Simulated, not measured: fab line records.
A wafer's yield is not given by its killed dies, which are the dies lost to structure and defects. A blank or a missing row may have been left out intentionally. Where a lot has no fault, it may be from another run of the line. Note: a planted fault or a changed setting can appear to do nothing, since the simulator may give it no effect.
Which tool is to blame? || flow berkeley_cmos170 || 14 lots, 42 wafers sampled, at 7 steps of a route of 331

WHAT THE GAUGES SHOWED, per wafer
UCB170_M1_RS_MEAS_01: the measuring method here is four-point-probe. Usual: M1_AL_RS 0.0487 ohm/sq, standard deviation 0.00054.
{"lot": "L200", "measured": "day 7 22:20", "on": "film_metro-03", "M1_AL_RS (ohm/sq)": "0.0485 0.0490 0.0481", "flag": ""}
{"lot": "L204", "measured": "day 9 01:35", "on": "film_metro-02", "M1_AL_RS (ohm/sq)": "0.0489 0.0479 0.0490", "flag": ""}
{"lot": "L205", "measured": "day 9 02:28", "on": "film_metro-03", "M1_AL_RS (ohm/sq)": "0.0487 0.0781 0.0487", "flag": "OFF"}
{"lot": "L207", "measured": "day 9 13:13", "on": "film_metro-02", "M1_AL_RS (ohm/sq)": "0.0763 0.0481 0.0485", "flag": "OFF"}
{"lot": "L213", "measured": "day 10 22:05", "on": "film_metro-01", "M1_AL_RS (ohm/sq)": "0.0491 0.0484 0.0483", "flag": ""}
{"lot": "L214", "measured": "day 11 10:11", "on": "film_metro-02", "M1_AL_RS (ohm/sq)": "0.0489 0.0493 0.0492", "flag": ""}
{"lot": "L215", "measured": "day 11 12:33", "on": "film_metro-03", "M1_AL_RS (ohm/sq)": "0.0480 0.0480 0.0488", "flag": ""}
{"lot": "L217", "measured": "day 12 01:26", "on": "film_metro-03", "M1_AL_RS (ohm/sq)": "0.0488 0.0479 0.0481", "flag": ""}
{"lot": "L218", "measured": "day 12 02:34", "on": "film_metro-03", "M1_AL_RS (ohm/sq)": "0.0490 0.0483 0.0496", "flag": ""}
{"lot": "L219", "measured": "day 12 11:17", "on": "film_metro-03", "M1_AL_RS (ohm/sq)": "0.0489 0.0491 0.0487", "flag": ""}
{"lot": "L220", "measured": "day 12 22:16", "on": "film_metro-03", "M1_AL_RS (ohm/sq)": "0.0495 0.0492 0.0499", "flag": ""}
{"lot": "L223", "measured": "day 13 12:41", "on": "film_metro-01", "M1_AL_RS (ohm/sq)": "0.0488 0.0492 0.0487", "flag": ""}
{"lot": "L221", "measured": "day 13 12:49", "on": "film_metro-02", "M1_AL_RS (ohm/sq)": "0.0495 0.0492 0.0488", "flag": ""}
{"lot": "L222", "measured": "day 13 13:50", "on": "film_metro-03", "M1_AL_RS (ohm/sq)": "0.0490 0.0489 0.0483", "flag": ""}

UCB170_M1_THK_MEAS_02: measures by xrf. Usual: M1_AL_THK 589 nm, standard deviation 6.4.
{"lot": "L200", "measured": "day 7 22:28", "on": "film_metro-03", "M1_AL_THK (nm)": "593 588 597", "flag": ""}
{"lot": "L204", "measured": "day 9 01:42", "on": "film_metro-02", "M1_AL_THK (nm)": "584 595 581", "flag": ""}
{"lot": "L205", "measured": "day 9 02:35", "on": "film_metro-03", "M1_AL_THK (nm)": "590 372 588", "flag": "OFF"}
{"lot": "L207", "measured": "day 9 13:19", "on": "film_metro-02", "M1_AL_THK (nm)": "376 592 586", "flag": "OFF"}
{"lot": "L213", "measured": "day 10 22:12", "on": "film_metro-01", "M1_AL_THK (nm)": "586 594 596", "flag": ""}
{"lot": "L214", "measured": "day 11 10:19", "on": "film_metro-02", "M1_AL_THK (nm)": "583 578 581", "flag": ""}
{"lot": "L215", "measured": "day 11 12:40", "on": "film_metro-03", "M1_AL_THK (nm)": "599 597 590", "flag": ""}
{"lot": "L217", "measured": "day 12 01:33", "on": "film_metro-03", "M1_AL_THK (nm)": "589 599 597", "flag": ""}
{"lot": "L218", "measured": "day 12 02:41", "on": "film_metro-03", "M1_AL_THK (nm)": "587 593 578", "flag": ""}
{"lot": "L219", "measured": "day 12 11:25", "on": "film_metro-03", "M1_AL_THK (nm)": "591 587 593", "flag": ""}
{"lot": "L220", "measured": "day 12 22:23", "on": "film_metro-03", "M1_AL_THK (nm)": "577 586 575", "flag": ""}
{"lot": "L223", "measured": "day 13 12:47", "on": "film_metro-01", "M1_AL_THK (nm)": "591 586 592", "flag": ""}
{"lot": "L221", "measured": "day 13 12:56", "on": "film_metro-02", "M1_AL_THK (nm)": "580 583 585", "flag": ""}
{"lot": "L222", "measured": "day 13 13:57", "on": "film_metro-03", "M1_AL_THK (nm)": "590 589 598", "flag": ""}

UCB170_V1_CD_MEAS_12: target cd 700 nm. Usual: cd_nm at 700.1 nm, with a standard deviation of 1.2.
{"lot": "L200", "measured": "day 8 05:29", "on": "cd_sem-02", "cd_nm (nm)": "697.9 697.8 698.7", "flag": ""}
{"lot": "L204", "measured": "day 9 06:25", "on": "cd_sem-02", "cd_nm (nm)": "698.9 697.1 698.9", "flag": ""}
{"lot": "L205", "measured": "day 9 07:37", "on": "cd_sem-01", "cd_nm (nm)": "700.8 700.5 700.7", "flag": ""}
{"lot": "L207", "measured": "day 9 20:03", "on": "cd_sem-01", "cd_nm (nm)": "700.4 699.1 700.0", "flag": ""}
{"lot": "L213", "measured": "day 11 02:47", "on": "cd_sem-01", "cd_nm (nm)": "700.0 700.7 700.6", "flag": ""}
{"lot": "L214", "measured": "day 11 14:50", "on": "cd_sem-02", "cd_nm (nm)": "699.6 699.5 701.0", "flag": ""}
{"lot": "L215", "measured": "day 11 18:27", "on": "cd_sem-02", "cd_nm (nm)": "698.7 699.3 698.8", "flag": ""}
{"lot": "L217", "measured": "day 12 09:46", "on": "cd_sem-01", "cd_nm (nm)": "699.6 700.7 701.8", "flag": ""}
{"lot": "L218", "measured": "day 12 09:57", "on": "cd_sem-02", "cd_nm (nm)": "701.5 702.6 700.9", "flag": ""}
{"lot": "L219", "measured": "day 12 16:59", "on": "cd_sem-01", "cd_nm (nm)": "700.2 700.9 700.1", "flag": ""}
{"lot": "L220", "measured": "day 13 03:39", "on": "cd_sem-02", "cd_nm (nm)": "701.1 701.9 700.0", "flag": ""}
{"lot": "L223", "measured": "day 13 18:14", "on": "cd_sem-01", "cd_nm (nm)": "701.0 699.6 700.2", "flag": ""}
{"lot": "L221", "measured": "day 13 19:51", "on": "cd_sem-01", "cd_nm (nm)": "699.6 700.8 701.2", "flag": ""}
{"lot": "L222", "measured": "day 13 20:47", "on": "cd_sem-01", "cd_nm (nm)": "699.0 699.0 699.2", "flag": ""}

WHAT TOOL EACH LOT RAN ON (gives the tool, then ch and the chambers of the sampled wafers, and finally the start)
{"lot": "L200", "UCB170_SDANNEAL_RTA_00": "rtp_anneal-02 ch 0, day 7 15:25", "UCB170_CONTACT_RTA_08": "rtp_anneal-02 ch 0, day 7 19:58", "UCB170_M1_SPUTTER_00": "pvd_sputter-04, day 7 22:17", "UCB170_M1_METAL_ETCH_12": "rie_metal-04 ch 0,1, day 7 23:56"}
{"lot": "L204", "UCB170_SDANNEAL_RTA_00": "rtp_anneal-01 ch 0, day 8 19:47", "UCB170_CONTACT_RTA_08": "rtp_anneal-01 ch 0, day 8 23:45", "UCB170_M1_SPUTTER_00": "pvd_sputter-02, day 9 01:31", "UCB170_M1_METAL_ETCH_12": "rie_metal-01 ch 0,1, day 9 02:52"}
{"lot": "L205", "UCB170_SDANNEAL_RTA_00": "rtp_anneal-02 ch 0, day 8 19:59", "UCB170_CONTACT_RTA_08": "rtp_anneal-02 ch 0, day 9 00:46", "UCB170_M1_SPUTTER_00": "pvd_sputter-04, day 9 02:23", "UCB170_M1_METAL_ETCH_12": "rie_metal-03 ch 1, day 9 03:50"}
{"lot": "L207", "UCB170_SDANNEAL_RTA_00": "rtp_anneal-02 ch 0, day 9 07:40", "UCB170_CONTACT_RTA_08": "rtp_anneal-02 ch 0, day 9 11:23", "UCB170_M1_SPUTTER_00": "pvd_sputter-04, day 9 13:07", "UCB170_M1_METAL_ETCH_12": "rie_metal-01 ch 0,1, day 9 14:34"}
{"lot": "L213", "UCB170_SDANNEAL_RTA_00": "rtp_anneal-02 ch 0, day 10 15:14", "UCB170_CONTACT_RTA_08": "rtp_anneal-02 ch 0, day 10 20:23", "UCB170_M1_SPUTTER_00": "pvd_sputter-03, day 10 22:01", "UCB170_M1_METAL_ETCH_12": "rie_metal-01 ch 0,1, day 10 23:18"}
{"lot": "L214", "UCB170_SDANNEAL_RTA_00": "rtp_anneal-02 ch 0, day 11 03:53", "UCB170_CONTACT_RTA_08": "rtp_anneal-02 ch 0, day 11 08:29", "UCB170_M1_SPUTTER_00": "pvd_sputter-03, day 11 10:08", "UCB170_M1_METAL_ETCH_12": "rie_metal-01 ch 0,1, day 11 11:25"}
{"lot": "L215", "UCB170_SDANNEAL_RTA_00": "rtp_anneal-02 ch 0, day 11 04:01", "UCB170_CONTACT_RTA_08": "rtp_anneal-02 ch 0, day 11 10:38", "UCB170_M1_SPUTTER_00": "pvd_sputter-02, day 11 12:28", "UCB170_M1_METAL_ETCH_12": "rie_metal-04 ch 0,1, day 11 14:00"}
{"lot": "L217", "UCB170_SDANNEAL_RTA_00": "rtp_anneal-01 ch 0, day 11 19:34", "UCB170_CONTACT_RTA_08": "rtp_anneal-01 ch 0, day 11 23:37", "UCB170_M1_SPUTTER_00": "pvd_sputter-02, day 12 01:22", "UCB170_M1_METAL_ETCH_12": "rie_metal-01 ch 0,1, day 12 02:47"}
{"lot": "L218", "UCB170_SDANNEAL_RTA_00": "rtp_anneal-02 ch 0, day 11 20:01", "UCB170_CONTACT_RTA_08": "rtp_anneal-02 ch 0, day 12 00:34", "UCB170_M1_SPUTTER_00": "pvd_sputter-03, day 12 02:31", "UCB170_M1_METAL_ETCH_12": "rie_metal-04 ch 0,1, day 12 03:47"}
{"lot": "L219", "UCB170_SDANNEAL_RTA_00": "rtp_anneal-01 ch 0, day 12 02:37", "UCB170_CONTACT_RTA_08": "rtp_anneal-01 ch 0, day 12 08:59", "UCB170_M1_SPUTTER_00": "pvd_sputter-02, day 12 11:14", "UCB170_M1_METAL_ETCH_12": "rie_metal-03 ch 1, day 12 12:38"}
{"lot": "L220", "UCB170_SDANNEAL_RTA_00": "rtp_anneal-02 ch 0, day 12 15:44", "UCB170_CONTACT_RTA_08": "rtp_anneal-02 ch 0, day 12 20:27", "UCB170_M1_SPUTTER_00": "pvd_sputter-02, day 12 22:13", "UCB170_M1_METAL_ETCH_12": "rie_metal-04 ch 1, day 12 23:29"}
{"lot": "L223", "UCB170_SDANNEAL_RTA_00": "rtp_anneal-01 ch 0, day 13 05:08", "UCB170_CONTACT_RTA_08": "rtp_anneal-02 ch 0, day 13 09:23", "UCB170_M1_SPUTTER_00": "pvd_sputter-02, day 13 12:35", "UCB170_M1_METAL_ETCH_12": "rie_metal-01 ch 0,1, day 13 14:40"}
{"lot": "L221", "UCB170_SDANNEAL_RTA_00": "rtp_anneal-02 ch 0, day 13 05:19", "UCB170_CONTACT_RTA_08": "rtp_anneal-01 ch 0, day 13 09:22", "UCB170_M1_SPUTTER_00": "pvd_sputter-04, day 13 12:46", "UCB170_M1_METAL_ETCH_12": "rie_metal-03 ch 0,1, day 13 15:05"}
{"lot": "L222", "UCB170_SDANNEAL_RTA_00": "rtp_anneal-01 ch 0, day 13 05:51", "UCB170_CONTACT_RTA_08": "rtp_anneal-02 ch 0, day 13 11:09", "UCB170_M1_SPUTTER_00": "pvd_sputter-03, day 13 13:46", "UCB170_M1_METAL_ETCH_12": "rie_metal-04 ch 1, day 13 15:25"}
- UCB170_SDANNEAL_RTA_00: time 10 s.
- UCB170_CONTACT_RTA_08: time 10 s.
- UCB170_M1_SPUTTER_00: material Al, target thk 600 nm, time 80 s.
- UCB170_M1_METAL_ETCH_12: etches Al in Cl2/BCl3, stops on PSG, target depth 780 nm, time 130 s.

AS READ BY THE TOOLS THEMSELVES (means over the sampled wafers that have a number; for cases with no such wafer, the mark the record gives instead)
UCB170_SDANNEAL_RTA_00. Usual: lamp_power_pct 27.53 %, standard deviation 0.049; wafer_temp_C_max 905.3, standard deviation 1.2.
{"lot": "L200", "tool": "rtp_anneal-02", "lamp_power_pct (%)": 27.54, "wafer_temp_C_max": 906.5, "flag": ""}
{"lot": "L204", "tool": "rtp_anneal-01", "lamp_power_pct (%)": 27.48, "wafer_temp_C_max": 904.4, "flag": ""}
{"lot": "L205", "tool": "rtp_anneal-02", "lamp_power_pct (%)": 27.54, "wafer_temp_C_max": 907.3, "flag": ""}
{"lot": "L207", "tool": "rtp_anneal-02", "lamp_power_pct (%)": 27.59, "wafer_temp_C_max": 905.3, "flag": ""}
{"lot": "L213", "tool": "rtp_anneal-02", "lamp_power_pct (%)": 27.55, "wafer_temp_C_max": 906.7, "flag": ""}
{"lot": "L214", "tool": "rtp_anneal-02", "lamp_power_pct (%)": 27.55, "wafer_temp_C_max": 905.7, "flag": ""}
{"lot": "L215", "tool": "rtp_anneal-02", "lamp_power_pct (%)": 27.61, "wafer_temp_C_max": 904.7, "flag": ""}
{"lot": "L217", "tool": "rtp_anneal-01", "lamp_power_pct (%)": 27.47, "wafer_temp_C_max": 904.2, "flag": ""}
{"lot": "L218", "tool": "rtp_anneal-02", "lamp_power_pct (%)": 27.57, "wafer_temp_C_max": 905.4, "flag": ""}
{"lot": "L219", "tool": "rtp_anneal-01", "lamp_power_pct (%)": 27.49, "wafer_temp_C_max": 905.9, "flag": ""}
{"lot": "L220", "tool": "rtp_anneal-02", "lamp_power_pct (%)": 27.57, "wafer_temp_C_max": 906.1, "flag": ""}
{"lot": "L223", "tool": "rtp_anneal-01", "lamp_power_pct (%)": 27.50, "wafer_temp_C_max": 904.5, "flag": ""}
{"lot": "L221", "tool": "rtp_anneal-02", "lamp_power_pct (%)": 27.59, "wafer_temp_C_max": 904.8, "flag": ""}
{"lot": "L222", "tool": "rtp_anneal-01", "lamp_power_pct (%)": 27.50, "wafer_temp_C_max": 904.5, "flag": ""}

UCB170_CONTACT_RTA_08. Usual: lamp_power_pct 27.53 %, standard deviation 0.05; wafer_temp_C_max 905.5, standard deviation 1.2.
{"lot": "L200", "tool": "rtp_anneal-02", "lamp_power_pct (%)": 27.55, "wafer_temp_C_max": 905.8, "flag": ""}
{"lot": "L204", "tool": "rtp_anneal-01", "lamp_power_pct (%)": 27.49, "wafer_temp_C_max": 904.3, "flag": ""}
{"lot": "L205", "tool": "rtp_anneal-02", "lamp_power_pct (%)": 27.57, "wafer_temp_C_max": 906.1, "flag": ""}
{"lot": "L207", "tool": "rtp_anneal-02", "lamp_power_pct (%)": 27.55, "wafer_temp_C_max": 906.9, "flag": ""}
{"lot": "L213", "tool": "rtp_anneal-02", "lamp_power_pct (%)": 27.55, "wafer_temp_C_max": 905.8, "flag": ""}
{"lot": "L214", "tool": "rtp_anneal-02", "lamp_power_pct (%)": 27.56, "wafer_temp_C_max": 905.5, "flag": ""}
{"lot": "L215", "tool": "rtp_anneal-02", "lamp_power_pct (%)": 27.58, "wafer_temp_C_max": 907.0, "flag": ""}
{"lot": "L217", "tool": "rtp_anneal-01", "lamp_power_pct (%)": 27.48, "wafer_temp_C_max": 904.7, "flag": ""}
{"lot": "L218", "tool": "rtp_anneal-02", "lamp_power_pct (%)": 27.58, "wafer_temp_C_max": 906.5, "flag": ""}
{"lot": "L219", "tool": "rtp_anneal-01", "lamp_power_pct (%)": 27.48, "wafer_temp_C_max": 904.5, "flag": ""}
{"lot": "L220", "tool": "rtp_anneal-02", "lamp_power_pct (%)": 27.58, "wafer_temp_C_max": 905.0, "flag": ""}
{"lot": "L223", "tool": "rtp_anneal-02", "lamp_power_pct (%)": 27.57, "wafer_temp_C_max": 906.1, "flag": ""}
{"lot": "L221", "tool": "rtp_anneal-01", "lamp_power_pct (%)": 27.47, "wafer_temp_C_max": 905.5, "flag": ""}
{"lot": "L222", "tool": "rtp_anneal-02", "lamp_power_pct (%)": 27.58, "wafer_temp_C_max": 905.9, "flag": ""}

UCB170_M1_SPUTTER_00. Usual: chamber_pressure_pa 0.4999 Pa, standard deviation 0.001; throttle_valve_pct 29.7 %, standard deviation 0.82.
{"lot": "L200", "tool": "pvd_sputter-04", "chamber_pressure_pa (Pa)": 0.4989, "throttle_valve_pct (%)": 28.7, "flag": ""}
{"lot": "L204", "tool": "pvd_sputter-02", "chamber_pressure_pa (Pa)": 0.5000, "throttle_valve_pct (%)": 30.3, "flag": ""}
{"lot": "L205", "tool": "pvd_sputter-04", "chamber_pressure_pa (Pa)": 0.4988, "throttle_valve_pct (%)": 29.6, "flag": ""}
{"lot": "L207", "tool": "pvd_sputter-04", "chamber_pressure_pa (Pa)": 0.5013, "throttle_valve_pct (%)": 29.8, "flag": ""}
{"lot": "L213", "tool": "pvd_sputter-03", "chamber_pressure_pa (Pa)": 0.4995, "throttle_valve_pct (%)": 29.2, "flag": ""}
{"lot": "L214", "tool": "pvd_sputter-03", "chamber_pressure_pa (Pa)": 0.5006, "throttle_valve_pct (%)": 29.3, "flag": ""}
{"lot": "L215", "tool": "pvd_sputter-02", "chamber_pressure_pa (Pa)": 0.4987, "throttle_valve_pct (%)": 30.8, "flag": ""}
{"lot": "L217", "tool": "pvd_sputter-02", "chamber_pressure_pa (Pa)": 0.5006, "throttle_valve_pct (%)": 30.2, "flag": ""}
{"lot": "L218", "tool": "pvd_sputter-03", "chamber_pressure_pa (Pa)": 0.5008, "throttle_valve_pct (%)": 29.1, "flag": ""}
{"lot": "L219", "tool": "pvd_sputter-02", "chamber_pressure_pa (Pa)": 0.5004, "throttle_valve_pct (%)": 30.8, "flag": ""}
{"lot": "L220", "tool": "pvd_sputter-02", "chamber_pressure_pa (Pa)": 0.4999, "throttle_valve_pct (%)": 30.1, "flag": ""}
{"lot": "L223", "tool": "pvd_sputter-02", "chamber_pressure_pa (Pa)": 0.4992, "throttle_valve_pct (%)": 30.5, "flag": ""}
{"lot": "L221", "tool": "pvd_sputter-04", "chamber_pressure_pa (Pa)": 0.4999, "throttle_valve_pct (%)": 29.4, "flag": ""}
{"lot": "L222", "tool": "pvd_sputter-03", "chamber_pressure_pa (Pa)": 0.5001, "throttle_valve_pct (%)": 29.2, "flag": ""}

UCB170_M1_METAL_ETCH_12. Usual: drypump_motor_current_A 6.2 A, standard deviation 0.34; oes_product_au 0.854 a.u., standard deviation 0.014; throttle_valve_pct 24.29 %, standard deviation 0.19.
{"lot": "L200", "tool": "rie_metal-04", "drypump_motor_current_A (A)": 6.0, "oes_product_au (a.u.)": 0.860, "throttle_valve_pct (%)": 24.16, "flag": ""}
{"lot": "L204", "tool": "rie_metal-01", "drypump_motor_current_A (A)": 6.1, "oes_product_au (a.u.)": 0.857, "throttle_valve_pct (%)": 24.26, "flag": ""}
{"lot": "L205", "tool": "rie_metal-03", "drypump_motor_current_A (A)": 6.7, "oes_product_au (a.u.)": 0.783, "throttle_valve_pct (%)": 24.42, "flag": "OFF"}
{"lot": "L207", "tool": "rie_metal-01", "drypump_motor_current_A (A)": 6.0, "oes_product_au (a.u.)": 0.808, "throttle_valve_pct (%)": 24.47, "flag": "OFF"}
{"lot": "L213", "tool": "rie_metal-01", "drypump_motor_current_A (A)": 6.0, "oes_product_au (a.u.)": 0.866, "throttle_valve_pct (%)": 24.45, "flag": ""}
{"lot": "L214", "tool": "rie_metal-01", "drypump_motor_current_A (A)": 6.1, "oes_product_au (a.u.)": 0.851, "throttle_valve_pct (%)": 24.26, "flag": ""}
{"lot": "L215", "tool": "rie_metal-04", "drypump_motor_current_A (A)": 6.0, "oes_product_au (a.u.)": 0.860, "throttle_valve_pct (%)": 24.15, "flag": ""}
{"lot": "L217", "tool": "rie_metal-01", "drypump_motor_current_A (A)": 6.0, "oes_product_au (a.u.)": 0.868, "throttle_valve_pct (%)": 24.46, "flag": ""}
{"lot": "L218", "tool": "rie_metal-04", "drypump_motor_current_A (A)": 6.0, "oes_product_au (a.u.)": 0.856, "throttle_valve_pct (%)": 24.14, "flag": ""}
{"lot": "L219", "tool": "rie_metal-03", "drypump_motor_current_A (A)": 6.7, "oes_product_au (a.u.)": 0.839, "throttle_valve_pct (%)": 24.40, "flag": ""}
{"lot": "L220", "tool": "rie_metal-04", "drypump_motor_current_A (A)": 5.9, "oes_product_au (a.u.)": 0.852, "throttle_valve_pct (%)": 24.15, "flag": ""}
{"lot": "L223", "tool": "rie_metal-01", "drypump_motor_current_A (A)": 6.1, "oes_product_au (a.u.)": 0.853, "throttle_valve_pct (%)": 24.26, "flag": ""}
{"lot": "L221", "tool": "rie_metal-03", "drypump_motor_current_A (A)": 6.7, "oes_product_au (a.u.)": 0.847, "throttle_valve_pct (%)": 24.39, "flag": ""}
{"lot": "L222", "tool": "rie_metal-04", "drypump_motor_current_A (A)": 6.0, "oes_product_au (a.u.)": 0.852, "throttle_valve_pct (%)": 24.15, "flag": ""}

THE ANSWER, worked out from the rows above alone
Rule: a lot is off if the mean of its wafers that have a number lies more than 3 standard deviations from the usual mean. A lot without any number at a reading at which 4 lots or more have one is off too. All remaining lots with rows at the step are treated as sound. Order of review: gauges by route order, followed by the tools' own readings, for which a lot's mean as printed above is used. The first step at which some lot is off is used, and at that step the reading that is off furthest; a lot without a number counts as furthest.
Off: L205, L207, at UCB170_M1_RS_MEAS_01 (M1_AL_RS).
A tool fits if, at a process step before that reading, it ran every lot that is off, and no sound lot after the first of them. The gauges at UCB170_M1_RS_MEAS_01 aren't tried: what is off there is off at UCB170_M1_METAL_ETCH_12 too, on other tools, and a gauge's error can't cause that. Of those tried, none fits.

WHAT THE SIMULATOR HAD INSERTED
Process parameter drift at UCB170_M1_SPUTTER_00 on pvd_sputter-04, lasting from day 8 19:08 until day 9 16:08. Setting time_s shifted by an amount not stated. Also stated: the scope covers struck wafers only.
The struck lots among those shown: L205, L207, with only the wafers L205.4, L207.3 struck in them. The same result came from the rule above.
